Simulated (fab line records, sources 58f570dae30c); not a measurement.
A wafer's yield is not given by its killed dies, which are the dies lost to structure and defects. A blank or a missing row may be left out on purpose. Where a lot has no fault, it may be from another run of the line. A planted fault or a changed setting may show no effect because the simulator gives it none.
Lot-split experiment / flow berkeley_cmos170 / on a route of 331 steps: 5 lots, 23 wafers read

SPLIT DETAILS
At UCB170_SILICIDE_SPUTTER_01 (material Ti, target thk 30 nm, time 25 s), the setting time_s was moved away from the recipe's 25 s on 10 of the 23 wafers read, by -13.3% to +11.0%. For the rest of the wafers, this setting stayed at what the recipe calls for.

FROM SPLIT TO READING: 1 step shown by the file between the two
- UCB170_SILICIDE_RS_MEAS_02: measures by four-point-probe

THE READING
SILICIDE_TI_THK, in nm, at UCB170_SILICIDE_THK_MEAS_03 (measures by xrf). A value of 30.1 nm with a standard deviation of 0.43 nm is what fault-free wafers of this fab line usually give.

wafer=L074.1; tool, chamber at the split=pvd_sputter-01, -; time_s as run, s=25; against the recipe=recipe; SILICIDE_TI_THK, nm=29.8; against lot-mates on the recipe=-
wafer=L074.2; tool, chamber at the split=pvd_sputter-01, -; time_s as run, s=21.67; against the recipe=-13.3%; SILICIDE_TI_THK, nm=26.2; against lot-mates on the recipe=-3.8
wafer=L074.3; tool, chamber at the split=pvd_sputter-01, -; time_s as run, s=21.67; against the recipe=-13.3%; SILICIDE_TI_THK, nm=26.3; against lot-mates on the recipe=-3.7
wafer=L074.4; tool, chamber at the split=pvd_sputter-01, -; time_s as run, s=25; against the recipe=recipe; SILICIDE_TI_THK, nm=29.7; against lot-mates on the recipe=-
wafer=L074.5; tool, chamber at the split=pvd_sputter-01, -; time_s as run, s=25; against the recipe=recipe; SILICIDE_TI_THK, nm=30.4; against lot-mates on the recipe=-
wafer=L079.1; tool, chamber at the split=pvd_sputter-04, -; time_s as run, s=25; against the recipe=recipe; SILICIDE_TI_THK, nm=30.5; against lot-mates on the recipe=-
wafer=L079.5; tool, chamber at the split=pvd_sputter-04, -; time_s as run, s=25; against the recipe=recipe; SILICIDE_TI_THK, nm=30.9; against lot-mates on the recipe=-
wafer=L079.6; tool, chamber at the split=pvd_sputter-04, -; time_s as run, s=25; against the recipe=recipe; SILICIDE_TI_THK, nm=30.7; against lot-mates on the recipe=-
wafer=L078.1; tool, chamber at the split=pvd_sputter-02, -; time_s as run, s=25; against the recipe=recipe; SILICIDE_TI_THK, nm=30.6; against lot-mates on the recipe=-
wafer=L078.2; tool, chamber at the split=pvd_sputter-02, -; time_s as run, s=25; against the recipe=recipe; SILICIDE_TI_THK, nm=30.4; against lot-mates on the recipe=-
wafer=L078.3; tool, chamber at the split=pvd_sputter-02, -; time_s as run, s=21.71; against the recipe=-13.2%; SILICIDE_TI_THK, nm=26.6; against lot-mates on the recipe=-4.0
wafer=L078.5; tool, chamber at the split=pvd_sputter-02, -; time_s as run, s=21.71; against the recipe=-13.2%; SILICIDE_TI_THK, nm=26.7; against lot-mates on the recipe=-3.9
wafer=L078.6; tool, chamber at the split=pvd_sputter-02, -; time_s as run, s=25; against the recipe=recipe; SILICIDE_TI_THK, nm=30.8; against lot-mates on the recipe=-
wafer=L084.1; tool, chamber at the split=pvd_sputter-02, -; time_s as run, s=25; against the recipe=recipe; SILICIDE_TI_THK, nm=30.4; against lot-mates on the recipe=-
wafer=L084.2; tool, chamber at the split=pvd_sputter-02, -; time_s as run, s=25; against the recipe=recipe; SILICIDE_TI_THK, nm=30.3; against lot-mates on the recipe=-
wafer=L084.3; tool, chamber at the split=pvd_sputter-02, -; time_s as run, s=23.94; against the recipe=-4.2%; SILICIDE_TI_THK, nm=29.2; against lot-mates on the recipe=-1.2
wafer=L084.4; tool, chamber at the split=pvd_sputter-02, -; time_s as run, s=23.94; against the recipe=-4.2%; SILICIDE_TI_THK, nm=29.0; against lot-mates on the recipe=-1.4
wafer=L084.6; tool, chamber at the split=pvd_sputter-02, -; time_s as run, s=23.94; against the recipe=-4.2%; SILICIDE_TI_THK, nm=29.3; against lot-mates on the recipe=-1.1
wafer=L085.1; tool, chamber at the split=pvd_sputter-01, -; time_s as run, s=27.74; against the recipe=+11.0%; SILICIDE_TI_THK, nm=33.2; against lot-mates on the recipe=+3.0
wafer=L085.2; tool, chamber at the split=pvd_sputter-01, -; time_s as run, s=27.74; against the recipe=+11.0%; SILICIDE_TI_THK, nm=33.8; against lot-mates on the recipe=+3.5
wafer=L085.3; tool, chamber at the split=pvd_sputter-01, -; time_s as run, s=27.74; against the recipe=+11.0%; SILICIDE_TI_THK, nm=34.0; against lot-mates on the recipe=+3.8
wafer=L085.5; tool, chamber at the split=pvd_sputter-01, -; time_s as run, s=25; against the recipe=recipe; SILICIDE_TI_THK, nm=30.7; against lot-mates on the recipe=-
wafer=L085.6; tool, chamber at the split=pvd_sputter-01, -; time_s as run, s=25; against the recipe=recipe; SILICIDE_TI_THK, nm=29.8; against lot-mates on the recipe=-

FIT RESULTS
A straight line over all 23 wafers: SILICIDE_TI_THK changes by +0.298 nm for each +1% of time_s; r = +0.99; the points scatter about the line by 0.34 nm.
The same after taking each lot's own level away (the mean of its wafers on the recipe; 23 wafers): +0.298 nm for each +1%; r = +0.99; scatter 0.26 nm.
On that fit, the largest move of time_s shifts the reading by 4 nm.
From 29.97 to 30.70 nm: that is the span of the lots' own levels, equal to 1.7 times the standard deviation above.
The two slopes are in agreement: the lot-to-lot level therefore moves the slope only a little.
Check: -3.95 nm against its lot-mates is what the line predicts for one of the wafers moved furthest among these (-13.3%) when that wafer is left out of the fit. It came out at -3.77 nm against them.

THESE WAFERS: OTHER SPLITS
Other splits were also applied to these wafers ahead of the reading. Each is held against what the fit with the lots' levels taken away leaves over:
other split on the same wafers=UCB170_PVT_IMPLANT_07 dose_cm2; wafers away from the commonest value=4; r with SILICIDE_TI_THK (lot level and that fit taken away)=+0.02
other split on the same wafers=UCB170_GATE_EXPOSE_09 dose_mj; wafers away from the commonest value=7; r with SILICIDE_TI_THK (lot level and that fit taken away)=+0.20
other split on the same wafers=UCB170_NSD_PEB_04 peb_temp_c; wafers away from the commonest value=11; r with SILICIDE_TI_THK (lot level and that fit taken away)=+0.07

THE WHOLE CHAIN: every reading that the file lists as answering this split, in the file's order
step=UCB170_SILICIDE_SPUTTER_01; what it does=material Ti, target thk 30 nm, time 25 s; reading=Ti_of_SILICIDE_SPUTTER_01.thk_nm (the simulator's own value, which no gauge read); change (the file's fit)=+0.298 nm for each +1% of the setting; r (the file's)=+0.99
step=UCB170_SILICIDE_RS_MEAS_02; what it does=measures by four-point-probe; reading=SILICIDE_TI_RS; change (the file's fit)=-0.325 for each +1% of the setting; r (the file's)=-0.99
step=UCB170_SILICIDE_THK_MEAS_03; what it does=measures by xrf; reading=SILICIDE_TI_THK; change (the file's fit)=+0.294 for each +1% of the setting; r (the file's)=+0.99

FILE'S OWN FIT
SILICIDE_TI_THK changes by +0.294 nm for each +1% of time_s, r = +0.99.
